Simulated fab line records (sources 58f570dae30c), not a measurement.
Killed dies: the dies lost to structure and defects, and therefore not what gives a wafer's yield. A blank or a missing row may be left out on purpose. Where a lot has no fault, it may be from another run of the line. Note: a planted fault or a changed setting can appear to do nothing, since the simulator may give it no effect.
fab line records	flow berkeleyCmos170
record: lots: 5	wafers: 27
route steps=331 shown START@3 SPACER@171 NSD@192 M1@238 V2@292
startH: hours from the record's first day to the start of the lot's first wafer shown	waitH: hours elapsed since this lot's preceding step	" same as the row above	L1.1+2: a row that stands for several wafers	- either no value or no given start	* or withheld: withheld	< > ~ a bound
route shown NAME@n: a module of which the file shows steps, and the number in the route of the first	usual: mean/standard deviation taken from wafers without a fault	same: alike in all rows	chamber/n: place in a boat	sites: readings site by site	_std_site: standard deviation of those values	_edge_site: inner sites' mean taken away from outer sites' mean	radiusMm: how far each site lies from the wafer's centre	mask NAME#n: copy n	behind: the tool/chamber that last shaped the wafer	hold: why the lot went on hold/how many hours it stayed there/how the hold came to an end	device: the n, p or np transistor that did not switch	end of line: the same wafers' tests at the end of the route	a step with no rows: only its recipe	killed: count of dies lost to structure and defects at first sort (not the wafer's yield)	map: per-die view of a wafer (x killed, . not killed, _ where there is no die)
set.NAME: the run value of the setting; set.NAME@STEP: its run value at that earlier step	model.NAME: the simulator's own value behind a step, which no gauge read
one table per step and one row per wafer, for lots whose settings were changed on purpose
== steps ==
step: UCB170_START_OXIDATION_02
recipe: tempC: 950	ambient: O2	targetThkA: 200	oxTimeS: 1800
lot.wafer	tool	chamber	startH	waitH	set.oxTimeS	model.SiO2_of_START_OXIDATION_02.thkNm
L074.1+4	-	-	-	3.1	881.2	12.78
L074.2	"	-	"	"	881.2	12.5
L074.3	"	-	"	"	881.2	12.8
L074.5	"	-	"	"	881.2	12.53
L074.6	"	-	"	"	881.2	12.42
L075.1	-	-	-	2.5	1800	19.64
L075.2	"	-	"	"	1800	19.47
L075.3	"	-	"	"	1800	20.09
L075.4	"	-	"	"	1800	19.8
L075.5	"	-	"	"	1800	19.58
L075.6	"	-	"	"	1800	19.29
L076.1	-	-	-	3.5	1264	16.36
L076.2	"	-	"	"	1264	16.23
L076.3	"	-	"	"	1264	16.1
L076.4	"	-	"	"	1264	16.41
L076.5	"	-	"	"	1264	16.12
L076.6	"	-	"	"	1264	16.09
L079.1	-	-	-	5.3	1157	15.12
L079.2	"	-	"	"	1157	15.08
L079.3	"	-	"	"	1157	15.68
L079.4	"	-	"	"	1157	15.37
L079.5	"	-	"	"	1157	15.35
L079.6	"	-	"	"	1157	15.4
L081.3	furnace-01	0	49.04	3.9	1800	20.05
L081.4	"	0	"	"	1800	20.02
L081.6	"	0	"	"	1800	19.85
step: UCB170_START_THK_MEAS_03
recipe: reads: SiO2_of_START_OXIDATION_02
usual: START_OXIDE_THK: 20.3/0.39
lot.wafer	tool	chamber	startH	waitH	set.oxTimeS@START_OXIDATION_02	START_OXIDE_THK[nm]
L074.1	filmMetro-03	-	-	-	881.2	12.8
L074.2	"	-	"	"	881.2	12.5
L074.3	"	-	"	"	881.2	12.8
L074.4	"	-	"	"	881.2	12.8
L074.5	"	-	"	"	881.2	12.5
L074.6	"	-	"	"	881.2	12.4
L075.1	filmMetro-03	-	-	-	1800	19.7
L075.2	"	-	"	"	1800	19.5
L075.3	"	-	"	"	1800	20.1
L075.4	"	-	"	"	1800	19.8
L075.5	"	-	"	"	1800	19.5
L075.6	"	-	"	"	1800	19.3
L076.1	filmMetro-02	-	-	-	1264	16.4
L076.2	"	-	"	"	1264	16.2
L076.3	"	-	"	"	1264	16.1
L076.4	"	-	"	"	1264	16.4
L076.5	"	-	"	"	1264	16.1
L076.6	"	-	"	"	1264	16.1
L079.1	filmMetro-04	-	-	-	1157	15.1
L079.2	"	-	"	"	1157	15.1
L079.3	"	-	"	"	1157	15.6
L079.4	"	-	"	"	1157	15.3
L079.5	"	-	"	"	1157	15.3
L079.6	"	-	"	"	1157	15.4
L081.3	filmMetro-03	-	50.56	0.0	1800	20.0
L081.4	"	-	"	"	1800	20.1
L081.6	"	-	"	"	1800	19.9
step: UCB170_SPACER_CVD_00
recipe: material: SiO2	targetThkNm: 376	tempC: 390	precursor: TEOS/O2	timeS: 47	rfW: 550	pressureMtorr: 9000
lot.wafer	tool	chamber	startH	waitH	set.timeS	model.SiO2_of_SPACER_CVD_00.thkNm
L074.1	pecvd-02	0	132.35	0.0	32.87	267.8
L074.2	"	1	"	"	47	379.8
L074.3	"	2	"	"	32.87	267.6
L074.4	"	1	"	"	47	381.8
L074.5	"	2	"	"	47	386.9
L074.6	"	0	"	"	32.87	270.4
L075.1	pecvd-03	0	136.74	0.0	75.15	591.5
L075.2	"	1	"	"	75.15	595.9
L075.3	"	2	"	"	47	368.5
L075.4	"	1	"	"	47	373.1
L075.5	"	2	"	"	75.15	600.5
L075.6	"	0	"	"	47	375.1
L076.1	pecvd-03	0	137.01	0.0	47	372.5
L076.2	"	1	"	"	47	371.6
L076.3	"	2	"	"	47	368.4
L076.4	"	1	"	"	47	375
L076.5	"	2	"	"	47	378.2
L076.6	"	0	"	"	47	375.6
L079.1	pecvd-01	2	159.91	0.0	47	378.2
L079.2	"	0	"	"	47	375.1
L079.3	"	1	"	"	47	375.9
L079.4	"	0	"	"	47	381.2
L079.5	"	2	"	"	47	384.4
L079.6	"	1	"	"	47	374.4
L081.3	pecvd-03	2	171.80	0.0	47	367.6
L081.4	"	2	"	"	47	376.6
L081.6	"	0	"	"	47	378.3
step: UCB170_SPACER_THK_MEAS_01
recipe: reads: SiO2_of_SPACER_CVD_00
usual: SPACER_TEOS_THK: 377/5.9
lot.wafer	tool	chamber	startH	waitH	set.timeS@SPACER_CVD_00	SPACER_TEOS_THK[nm]
L074.1	filmMetro-02	-	132.39	0.0	32.87	268
L074.2	"	-	"	"	47	380
L074.3	"	-	"	"	32.87	268
L074.4	"	-	"	"	47	382
L074.5	"	-	"	"	47	387
L074.6	"	-	"	"	32.87	271
L075.1	filmMetro-02	-	136.78	0.0	75.15	591
L075.2	"	-	"	"	75.15	597
L075.3	"	-	"	"	47	368
L075.4	"	-	"	"	47	373
L075.5	"	-	"	"	75.15	600
L075.6	"	-	"	"	47	375
L076.1	filmMetro-02	-	137.06	0.0	47	373
L076.2	"	-	"	"	47	371
L076.3	"	-	"	"	47	368
L076.4	"	-	"	"	47	375
L076.5	"	-	"	"	47	378
L076.6	"	-	"	"	47	375
L079.1	filmMetro-02	-	159.95	0.0	47	378
L079.2	"	-	"	"	47	375
L079.3	"	-	"	"	47	376
L079.4	"	-	"	"	47	381
L079.5	"	-	"	"	47	384
L079.6	"	-	"	"	47	374
L081.3	filmMetro-02	-	171.86	0.0	47	368
L081.4	"	-	"	"	47	377
L081.6	"	-	"	"	47	378
step: UCB170_SPACER_ANNEAL_02
recipe: tempC: 900	timeS: 1800	ambient: N2
step: UCB170_SPACER_ETCHBACK_03
recipe: stopOn: Si	target: SiO2	chemistry: CHF3/CF4/Ar	CHF3_flow_sccm: 50	cf4FlowSccm: 10	Ar_flow_sccm: 120	pressureMtorr: 200	rfW: 500	targetDepthA: 3760	timeS: 100
usual: oesProductAu: 0.898/0.015
lot.wafer	tool	chamber	startH	waitH	set.timeS@SPACER_CVD_00	oesProductAu	model.etch.depthNm
L074.1	rieDiel-03	0	137.51	0.0	32.87	0.706	267.8
L074.2	"	2	"	"	47	0.891	379.8
L074.3	"	1	"	"	32.87	0.696	267.6
L074.4	"	3	"	"	47	0.895	381.8
L074.5	"	3	"	"	47	0.901	386.9
L074.6	"	0	"	"	32.87	0.699	270.4
L075.1	rieDiel-03	3	140.77	0.0	75.15	0.984	-
L075.2	"	2	"	"	75.15	0.974	428.9
L075.3	"	0	"	"	47	0.890	-
L075.4	"	1	"	"	47	0.887	373.1
L075.5	"	1	"	"	75.15	0.970	425.4
L075.6	"	2	"	"	47	0.883	-
L076.1	rieDiel-01	1	140.77	0.0	47	0.898	-
L076.2	"	3	"	"	47	0.913	371.6
L076.3	"	0	"	"	47	0.879	368.4
L076.4	"	2	"	"	47	0.913	-
L076.5	"	1	"	"	47	0.912	378.2
L076.6	"	0	"	"	47	0.903	-
L079.1	rieDiel-02	3	163.56	0.0	47	0.895	378.2
L079.2	"	1	"	"	47	0.917	375.1
L079.3	"	0	"	"	47	0.903	375.9
L079.4	"	1	"	"	47	0.919	381.2
L079.5	"	3	"	"	47	0.904	384.4
L079.6	"	0	"	"	47	0.897	374.4
L081.3	rieDiel-02	3	175.98	0.0	47	0.886	367.6
L081.4	"	3	"	"	47	0.898	376.6
L081.6	"	1	"	"	47	0.916	378.3
step: UCB170_NSD_DEVELOP_05
recipe: developer: TMAH	developTimeS: 45	resist: KrF	devTempC: 21
lot.wafer	tool	chamber	startH	waitH	set.developTimeS
L074.1+2+3+4+5+6	lithoTrack-04	0	-	-	45
L076.1+2+3	lithoTrack-01	0	-	-	45
L076.4+5+6	"	0	"	"	19.89
L075.1+5+6	lithoTrack-02	0	-	-	58.15
L075.2+3+4	"	0	"	"	45
L079.1+5+6	lithoTrack-02	0	-	-	45
L079.2+3+4	"	0	"	"	65.09
L081.3+4+6	lithoTrack-01	0	-	-	45
step: UCB170_NSD_CD_MEAS_06
recipe: targetCdNm: 1200
usual: cdNm: 1200.6/1.4
lot.wafer	tool	chamber	startH	waitH	set.developTimeS@NSD_DEVELOP_05	cdNm
L074.1	cdSem-02	-	140.06	-	45	1200.5
L074.2	"	-	"	"	45	1200.7
L074.3	"	-	"	"	45	1201.4
L074.4	"	-	"	"	45	1201.1
L074.5	"	-	"	"	45	1200.9
L074.6	"	-	"	"	45	1202.3
L076.1	cdSem-02	-	143.87	-	45	1201.9
L076.2	"	-	"	"	45	1201.3
L076.3	"	-	"	"	45	1200.9
L076.4	"	-	"	"	19.89	1194.2
L076.5	"	-	"	"	19.89	1194.1
L076.6	"	-	"	"	19.89	1196.0
L075.1	cdSem-01	-	144.15	-	58.15	1202.1
L075.2	"	-	"	"	45	1198.5
L075.3	"	-	"	"	45	1201.1
L075.4	"	-	"	"	45	1199.4
L075.5	"	-	"	"	58.15	1202.0
L075.6	"	-	"	"	58.15	1200.8
L079.1	cdSem-02	-	168.43	-	45	1200.6
L079.2	"	-	"	"	65.09	1202.5
L079.3	"	-	"	"	65.09	1202.5
L079.4	"	-	"	"	65.09	1204.3
L079.5	"	-	"	"	45	1200.4
L079.6	"	-	"	"	45	1200.4
L081.3	cdSem-01	-	178.75	-	45	1198.5
L081.4	"	-	"	"	45	1198.7
L081.6	"	-	"	"	45	1199.1
step: UCB170_M1_SPUTTER_00
recipe: material: Al	targetThkNm: 600	timeS: 80	powerW: 6000	chamberPressurePa: 0.5
lot.wafer	tool	chamber	startH	waitH	set.timeS	model.Al_of_M1_SPUTTER_00.thkNm
L074.1	pvdSputter-04	-	148.28	0.0	80	597.9
L074.2	"	-	"	"	80	597.6
L074.3	"	-	"	"	80	594.8
L074.4	"	-	"	"	80	590.9
L074.5	"	-	"	"	80	596.2
L074.6	"	-	"	"	80	598.8
L076.1	pvdSputter-01	-	152.32	0.0	105.3	772.7
L076.2	"	-	"	"	80	591.8
L076.3	"	-	"	"	80	593.1
L076.4	"	-	"	"	105.3	779
L076.5	"	-	"	"	80	582.7
L076.6	"	-	"	"	105.3	784.9
L075.1	pvdSputter-04	-	152.59	0.0	40.12	298.1
L075.2	"	-	"	"	80	597.2
L075.3	"	-	"	"	40.12	297.2
L075.4	"	-	"	"	80	601
L075.5	"	-	"	"	80	591.8
L075.6	"	-	"	"	40.12	298
L079.1	pvdSputter-01	-	175.96	0.0	80	599.5
L079.2	"	-	"	"	80	590.7
L079.3	"	-	"	"	80	590
L079.4	"	-	"	"	80	598.7
L079.5	"	-	"	"	80	593.6
L079.6	"	-	"	"	80	590.4
L081.3	pvdSputter-03	-	185.44	0.0	80	587.2
L081.4	"	-	"	"	80	589.2
L081.6	"	-	"	"	80	592.3
step: UCB170_M1_RS_MEAS_01
recipe: thkMeasGauge: four-point-probe	reads: Al_of_M1_SPUTTER_00
usual: M1_AL_RS: 0.0489/0.00051
lot.wafer	tool	chamber	startH	waitH	set.timeS@M1_SPUTTER_00	M1_AL_RS[ohm/sq]
L074.1	filmMetro-04	-	148.34	0.0	80	0.0487
L074.2	"	-	"	"	80	0.0488
L074.3	"	-	"	"	80	0.0490
L074.4	"	-	"	"	80	0.0493
L074.5	"	-	"	"	80	0.0490
L074.6	"	-	"	"	80	0.0487
L076.1	filmMetro-04	-	152.38	0.0	105.3	0.0376
L076.2	"	-	"	"	80	0.0493
L076.3	"	-	"	"	80	0.0492
L076.4	"	-	"	"	105.3	0.0373
L076.5	"	-	"	"	80	0.0501
L076.6	"	-	"	"	105.3	0.0370
L075.1	filmMetro-03	-	152.65	0.0	40.12	0.0993
L075.2	"	-	"	"	80	0.0488
L075.3	"	-	"	"	40.12	0.0997
L075.4	"	-	"	"	80	0.0485
L075.5	"	-	"	"	80	0.0493
L075.6	"	-	"	"	40.12	0.0994
L079.1	filmMetro-03	-	176.02	0.0	80	0.0487
L079.2	"	-	"	"	80	0.0493
L079.3	"	-	"	"	80	0.0494
L079.4	"	-	"	"	80	0.0487
L079.5	"	-	"	"	80	0.0490
L079.6	"	-	"	"	80	0.0494
L081.3	filmMetro-02	-	185.55	0.1	80	0.0495
L081.4	"	-	"	"	80	0.0494
L081.6	"	-	"	"	80	0.0491
step: UCB170_M1_THK_MEAS_02
recipe: thkMeasGauge: xrf	reads: Al_of_M1_SPUTTER_00
usual: M1_AL_THK: 590/8.1
lot.wafer	tool	chamber	startH	waitH	set.timeS@M1_SPUTTER_00	M1_AL_THK[nm]
L074.1	filmMetro-04	-	148.46	0.1	80	588
L074.2	"	-	"	"	80	591
L074.3	"	-	"	"	80	583
L074.4	"	-	"	"	80	582
L074.5	"	-	"	"	80	588
L074.6	"	-	"	"	80	594
L076.1	filmMetro-04	-	152.50	0.1	105.3	764
L076.2	"	-	"	"	80	584
L076.3	"	-	"	"	80	586
L076.4	"	-	"	"	105.3	772
L076.5	"	-	"	"	80	578
L076.6	"	-	"	"	105.3	779
L075.1	filmMetro-03	-	152.77	0.1	40.12	292
L075.2	"	-	"	"	80	581
L075.3	"	-	"	"	40.12	290
L075.4	"	-	"	"	80	588
L075.5	"	-	"	"	80	579
L075.6	"	-	"	"	40.12	292
L079.1	filmMetro-03	-	176.14	0.1	80	589
L079.2	"	-	"	"	80	579
L079.3	"	-	"	"	80	581
L079.4	"	-	"	"	80	586
L079.5	"	-	"	"	80	581
L079.6	"	-	"	"	80	579
L081.3	filmMetro-02	-	185.65	0.1	80	584
L081.4	"	-	"	"	80	585
L081.6	"	-	"	"	80	587
step: UCB170_M1_COAT_03
recipe: resist: BARC	tempC: withheld	timeS: withheld	spinRpm: 3000	resistThkNm: withheld
step: UCB170_M1_COAT_04
recipe: resist: KrF	spinRpm: 1500	resistThkNm: 900
step: UCB170_M1_ETCH_11
recipe: chemistry: N2/H2	targetDepthA: withheld	overetchA: withheld	target: BARC	timeS: withheld	sourceW: 500	biasW: 100	pressureMtorr: 30	n2FlowSccm: 100	h2FlowSccm: 200
step: UCB170_M1_METAL_ETCH_12
recipe: chemistry: Cl2/BCl3	target: Al	stopOn: PSG	pressureMtorr: 12	targetDepthA: 7800	overEtchFrac: 0.3	timeS: 130	icpW: 600	biasW: 120	Cl2_flow_sccm: 90	bcl3FlowSccm: 45
usual: oesProductAu: 0.854/0.009
lot.wafer	tool	chamber	startH	waitH	set.timeS@M1_SPUTTER_00	oesProductAu
L074.1	rieMetal-03	0	149.56	-	80	0.866
L074.2	"	1	"	"	80	0.862
L074.3	"	1	"	"	80	0.855
L074.4	"	0	"	"	80	0.859
L074.5	"	1	"	"	80	0.862
L074.6	"	0	"	"	80	0.869
L076.1	rieMetal-02	0	153.75	-	105.3	0.968
L076.2	"	0	"	"	80	0.847
L076.3	"	0	"	"	80	0.848
L076.4	"	0	"	"	105.3	0.971
L076.5	"	0	"	"	80	0.838
L076.6	"	0	"	"	105.3	0.971
L075.1	rieMetal-03	0	154.04	-	40.12	0.629
L075.2	"	1	"	"	80	0.861
L075.3	"	0	"	"	40.12	0.624
L075.4	"	1	"	"	80	0.861
L075.5	"	1	"	"	80	0.856
L075.6	"	0	"	"	40.12	0.629
L079.1	rieMetal-03	1	177.76	-	80	0.858
L079.2	"	0	"	"	80	0.864
L079.3	"	0	"	"	80	0.863
L079.4	"	1	"	"	80	0.854
L079.5	"	0	"	"	80	0.860
L079.6	"	1	"	"	80	0.855
L081.3	rieMetal-01	1	186.77	-	80	0.831
L081.4	"	0	"	"	80	0.849
L081.6	"	1	"	"	80	0.836
step: UCB170_V2_CVD_00
recipe: material: SiO2	targetThkNm: 2000	tempC: 390	precursor: TEOS/O2	timeS: 250	rfW: 550	pressureMtorr: 9000
lot.wafer	tool	chamber	startH	waitH	set.timeS	model.SiO2_of_V2_CVD_00.thkNm
L074.1	pecvd-04	0	160.74	0.1	250	2009
L074.2	"	1	"	"	110.9	892
L074.3	"	2	"	"	110.9	888.5
L074.4	"	2	"	"	110.9	896.8
L074.5	"	1	"	"	250	2038
L074.6	"	0	"	"	250	2050
L076.1	pecvd-03	1	163.71	0.1	336.6	2686
L076.2	"	0	"	"	336.6	2663
L076.3	"	2	"	"	250	1963
L076.4	"	0	"	"	250	1994
L076.5	"	1	"	"	250	2018
L076.6	"	2	"	"	336.6	2716
L075.1	pecvd-01	1	163.99	0.1	295.9	2367
L075.2	"	0	"	"	250	2025
L075.3	"	2	"	"	295.9	2356
L075.4	"	1	"	"	250	2024
L075.5	"	2	"	"	295.9	2401
L075.6	"	0	"	"	250	2022
L079.1	pecvd-04	0	192.77	0.1	250	2046
L079.2	"	2	"	"	250	2028
L079.3	"	1	"	"	250	2040
L079.4	"	2	"	"	250	2067
L079.5	"	0	"	"	250	2085
L079.6	"	1	"	"	250	2102
L081.3	pecvd-04	2	200.63	0.1	250	1985
L081.4	"	0	"	"	250	2059
L081.6	"	2	"	"	250	2033
step: UCB170_V2_THK_MEAS_01
recipe: reads: SiO2_of_V2_CVD_00
usual: V2_TEOS_THK: 2009/32
lot.wafer	tool	chamber	startH	waitH	set.timeS@V2_CVD_00	V2_TEOS_THK[nm]
L074.1	filmMetro-02	-	160.90	0.1	250	2007
L074.2	"	-	"	"	110.9	891
L074.3	"	-	"	"	110.9	888
L074.4	"	-	"	"	110.9	897
L074.5	"	-	"	"	250	2039
L074.6	"	-	"	"	250	2051
L076.1	filmMetro-01	-	163.87	0.1	336.6	2688
L076.2	"	-	"	"	336.6	2663
L076.3	"	-	"	"	250	1963
L076.4	"	-	"	"	250	1995
L076.5	"	-	"	"	250	2019
L076.6	"	-	"	"	336.6	2715
L075.1	filmMetro-04	-	164.14	0.1	295.9	2368
L075.2	"	-	"	"	250	2025
L075.3	"	-	"	"	295.9	2357
L075.4	"	-	"	"	250	2023
L075.5	"	-	"	"	295.9	2402
L075.6	"	-	"	"	250	2024
L079.1	filmMetro-04	-	192.93	0.1	250	2047
L079.2	"	-	"	"	250	2028
L079.3	"	-	"	"	250	2039
L079.4	"	-	"	"	250	2067
L079.5	"	-	"	"	250	2084
L079.6	"	-	"	"	250	2102
L081.3	filmMetro-04	-	200.80	0.1	250	1985
L081.4	"	-	"	"	250	2060
L081.6	"	-	"	"	250	2033
== key ==
split: step: UCB170_START_OXIDATION_02	setting: oxTimeS	stated: 1800	by: lot
response: step: UCB170_START_OXIDATION_02	reading: model.SiO2_of_START_OXIDATION_02.thkNm	change: +0.135	per: 1%	r: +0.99
response: step: UCB170_START_THK_MEAS_03	reading: START_OXIDE_THK	change: +0.135	per: 1%	r: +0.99
split: step: UCB170_SPACER_CVD_00	setting: timeS	stated: 47	by: wafer
response: step: UCB170_SPACER_CVD_00	reading: model.SiO2_of_SPACER_CVD_00.thkNm	change: +3.75	per: 1%	r: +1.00
response: step: UCB170_SPACER_THK_MEAS_01	reading: SPACER_TEOS_THK	change: +3.75	per: 1%	r: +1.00
response: step: UCB170_SPACER_ETCHBACK_03	reading: oesProductAu	shape: bent	atLowest: 0.700	atStated: 0.900	atHighest: 0.976
response: step: UCB170_SPACER_ETCHBACK_03	reading: model.etch.depthNm	shape: bent	atLowest: 268.6	atStated: 377	atHighest: 427.2
split: step: UCB170_NSD_DEVELOP_05	setting: developTimeS	stated: 45	by: wafer
response: step: UCB170_NSD_CD_MEAS_06	reading: cdNm	change: +0.091	per: 1%	r: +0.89
split: step: UCB170_M1_SPUTTER_00	setting: timeS	stated: 80	by: wafer
response: step: UCB170_M1_SPUTTER_00	reading: model.Al_of_M1_SPUTTER_00.thkNm	change: +6	per: 1%	r: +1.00
response: step: UCB170_M1_RS_MEAS_01	reading: M1_AL_RS	change: -0.000835	per: 1%	r: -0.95
response: step: UCB170_M1_THK_MEAS_02	reading: M1_AL_THK	change: +5.89	per: 1%	r: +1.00
response: step: UCB170_M1_METAL_ETCH_12	reading: oesProductAu	change: +0.00446	per: 1%	r: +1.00
split: step: UCB170_V2_CVD_00	setting: timeS	stated: 250	by: wafer
response: step: UCB170_V2_CVD_00	reading: model.SiO2_of_V2_CVD_00.thkNm	change: +20.3	per: 1%	r: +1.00
response: step: UCB170_V2_THK_MEAS_01	reading: V2_TEOS_THK	change: +20.3	per: 1%	r: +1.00
